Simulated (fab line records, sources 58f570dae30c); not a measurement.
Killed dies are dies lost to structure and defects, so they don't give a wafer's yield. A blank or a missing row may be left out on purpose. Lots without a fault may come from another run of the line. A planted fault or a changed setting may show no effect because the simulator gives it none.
A struck lot beside a sound one | flow berkeley_cmos170 | 18 steps out of a route of 331
Sound: wafers L216.2, L216.4, L216.6. Struck: wafers L222.4, L222.5, L222.6. The cause comes at the end.
At each step with rows: each side's tool, then ch and its chambers, then its first start. Under that, the readings that differ: sound wafers | struck wafers | difference of the means | sigmas: that difference in standard deviations of wafers without a fault.
alike: readings whose means differ by less than 2 such deviations, and words and numbers that are the same on both sides. not compared: withheld readings, readings that some wafer has no value for, bounds like >300 that may hide the same value, and numbers for which the record gives no deviation and whose values overlap.
The two part at a step that has a row with sigmas, a row that says differs or no value, or rows on one side only. Numbers that don't overlap but have no deviation are shown without sigmas and don't part them. A reading that every wafer of one side lacks parts them only if that side has two wafers or more.

first, 2 steps without rows for these wafers: UCB170_NLDD_IMPLANT_08; UCB170_NLDD_IMPLANT_09.
UCB170_NLDD_STRIP_10: strips in O2.
  sound on plasma_asher-03 ch 0,1, day 8 00:26; struck on plasma_asher-01 ch 0,1, day 9 18:38
  alike: drypump_motor_current_A, oes_product_au, strip_time_to_endpoint_s
  not compared: rf_hours_counter_h
UCB170_NLDD_TW_MEAS_11:
  sound on film_metro-04, day 8 00:33; struck on film_metro-04, day 9 18:44
  alike: NLDD_TW
then, 1 step without rows for these wafers: UCB170_NLDD_CLEAN_12 (cleans in SPM, time 600 s).
UCB170_SPACER_CVD_00: deposits SiO2 from TEOS/O2, target thk 376 nm, time 47 s.
  sound on pecvd-02 ch 1,2, day 8 00:53; struck on pecvd-03 ch 0,1,2, day 9 18:57
  alike: heater_power_w
UCB170_SPACER_THK_MEAS_01:
  sound on film_metro-02, day 8 00:58; struck on film_metro-03, day 9 19:00
  alike: SPACER_TEOS_THK
then, 1 step without rows for these wafers: UCB170_SPACER_ANNEAL_02 (time 1800 s).
UCB170_SPACER_ETCHBACK_03: etches SiO2 in CHF3/CF4/Ar, stops on Si, target depth 376 nm, time 100 s.
  sound on rie_diel-02 ch 0,3, day 8 05:22; struck on rie_diel-03 ch 0,1, day 10 00:19
  alike: drypump_motor_current_A, oes_product_au, throttle_valve_pct
  not compared: rf_hours_counter_h
then, 3 steps without rows for these wafers: UCB170_PSD_HMDS_00 (prime time 60 s); UCB170_PSD_COAT_01 (resist thk 900 nm); UCB170_PSD_SOFTBAKE_02 (time 60 s).
UCB170_PSD_EXPOSE_03: exposes mask PSELECT MOD, target cd 1200 nm.
  sound on krf_scanner-02 ch 0, day 8 05:54; struck on krf_scanner-01 ch 0, day 10 01:16
  reading                     | sound                | struck            | difference | sigmas
  model.PSD.overlay_x_nm (nm) | 0.6366 0.6366 0.6366 | 158.6 158.6 158.6 | +158.0     |
  alike: mask
then, 2 steps without rows for these wafers: UCB170_PSD_PEB_04; UCB170_PSD_DEVELOP_05 (develop time 45 s).
UCB170_PSD_CD_MEAS_06: target cd 1200 nm.
  sound on cd_sem-02, day 8 06:20; struck on cd_sem-02, day 10 01:55
  alike: cd_nm
UCB170_PSD_OVL_MEAS_07:
  sound on overlay-02, day 8 06:26; struck on overlay-02, day 10 02:11
  reading      | sound  | struck      | difference | sigmas
  PSD_OVL (nm) | 9 7 -2 | 154 162 155 | +152       | +29
  not compared: hold
UCB170_M3_PROBE_99:
  the record has rows for the sound wafers here (prober-02, day 9 07:11) and none for the struck ones

WHERE THEY PART
First at UCB170_PSD_OVL_MEAS_07; last, within this record, at UCB170_M3_PROBE_99.

WHY: what the simulator had put in
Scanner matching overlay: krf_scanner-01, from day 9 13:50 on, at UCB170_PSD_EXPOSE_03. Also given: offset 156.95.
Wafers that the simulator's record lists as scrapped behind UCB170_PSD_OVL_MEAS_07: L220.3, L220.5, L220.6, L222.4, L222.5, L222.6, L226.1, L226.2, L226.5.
